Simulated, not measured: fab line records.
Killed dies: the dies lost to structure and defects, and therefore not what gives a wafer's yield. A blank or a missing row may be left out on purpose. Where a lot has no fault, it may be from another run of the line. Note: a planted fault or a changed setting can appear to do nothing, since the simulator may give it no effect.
Split-lot study ; flow berkeley cmos170 ; on a route of 331 steps: 5 lots, 23 wafers read

ABOUT THE SPLIT
At UCB170_V1_ETCH_14 (etches SiO2 in CHF3/CF4/Ar, stops on Al, target depth 1250 nm, time 291 s), the setting rf w was moved away from the recipe's 700 W on 10 of the 23 wafers read, by -8.3% to +10.3%. The other wafers ran this setting at the recipe's value.

The reading comes from the split's own step.

THE READING
KrF_of_V1_COAT_07.thk nm (the simulator's own value, which no gauge read), in nm, at UCB170_V1_ETCH_14 (etches SiO2 in CHF3/CF4/Ar, stops on Al, target depth 1250 nm, time 291 s). There is no usual value for it anywhere in the file. Average 607.4 nm, standard deviation 4.4 nm, over the 13 wafers here run with the recipe.

wafer;tool, chamber at the split;rf w as run, W;against the recipe;KrF_of_V1_COAT_07.thk nm, nm;against lot-mates on the recipe
L078.3;rie diel-02, 2;700;recipe;613.6;-
L078.4;rie diel-02, 1;700;recipe;617.5;-
L078.5;rie diel-02, 0;700;recipe;610.6;-
L074.1;rie diel-04, 3;650.2;-7.1%;619.5;+12.7
L074.2;rie diel-04, 1;700;recipe;608.8;-
L074.3;rie diel-04, 2;700;recipe;604.8;-
L074.5;rie diel-04, 1;650.2;-7.1%;612;+5.2
L074.6;rie diel-04, 0;650.2;-7.1%;615.7;+8.9
L084.1;rie diel-04, 2;700;recipe;608.3;-
L084.3;rie diel-04, 3;641.9;-8.3%;619.5;+11.6
L084.4;rie diel-04, 0;641.9;-8.3%;619.9;+12.0
L084.5;rie diel-04, 1;700;recipe;606.6;-
L084.6;rie diel-04, 2;700;recipe;608.9;-
L081.1;rie diel-04, 1;772.3;+10.3%;588.3;-15.0
L081.2;rie diel-04, 3;700;recipe;601.8;-
L081.3;rie diel-04, 0;700;recipe;602.7;-
L081.4;rie diel-04, 2;772.3;+10.3%;592.8;-10.5
L081.6;rie diel-04, 0;700;recipe;605.5;-
L085.1;rie diel-01, 1;700;recipe;602.3;-
L085.2;rie diel-01, 3;663.8;-5.2%;610.1;+6.6
L085.3;rie diel-01, 2;663.8;-5.2%;614.1;+10.6
L085.5;rie diel-01, 2;700;recipe;604.8;-
L085.6;rie diel-01, 1;663.8;-5.2%;609.4;+5.9

THE FIT
A straight line over all 23 wafers: KrF_of_V1_COAT_07.thk nm changes by -1.4 nm for each +1% of rf w; r = -0.87; the points scatter about the line by 4.1 nm.
The same after taking each lot's own level away (the mean of its wafers on the recipe; 23 wafers): -1.31 nm for each +1%; r = -0.95; scatter 2.2 nm.
The reading moves by 13 nm for the largest change in rf w, on that fit.
The lots' own levels span 603.33 to 613.90 nm, that is 2.4 times the standard deviation above.
Hence the lot-to-lot level has little effect on the slope; both slopes agree.
Check: -12.5 nm against its lot-mates is what the line predicts for one of the wafers moved furthest among these (+10.3%) when that wafer is left out of the fit. Against them it came out at -15 nm.

FURTHER SPLITS ON THESE WAFERS
Before the reading, these wafers also passed through other splits. Each is held against what the fit with the lots' levels taken away leaves over:
other split on the same wafers;wafers away from the commonest value;r with KrF_of_V1_COAT_07.thk nm (lot level and that fit taken away)
UCB170_V1_CMP_02 leave above ref nm;7;-0.46

THE WHOLE CHAIN: every reading that the file lists as answering this split, in the file's order
step;what it does;reading;change (the file's fit);r (the file's)
UCB170_V1_ETCH_14;etches SiO2 in CHF3/CF4/Ar, stops on Al, target depth 1250 nm, time 291 s;KrF_of_V1_COAT_07.thk nm (the simulator's own value, which no gauge read);-1.32 nm for each +1% of the setting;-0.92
UCB170_V1_STRIP_15;strips in O2;strip time to endpoint s;withheld for each +1% of the setting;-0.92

THE FILE'S OWN FIT
KrF_of_V1_COAT_07.thk nm changes by -1.32 nm for each +1% of rf w, r = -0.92.
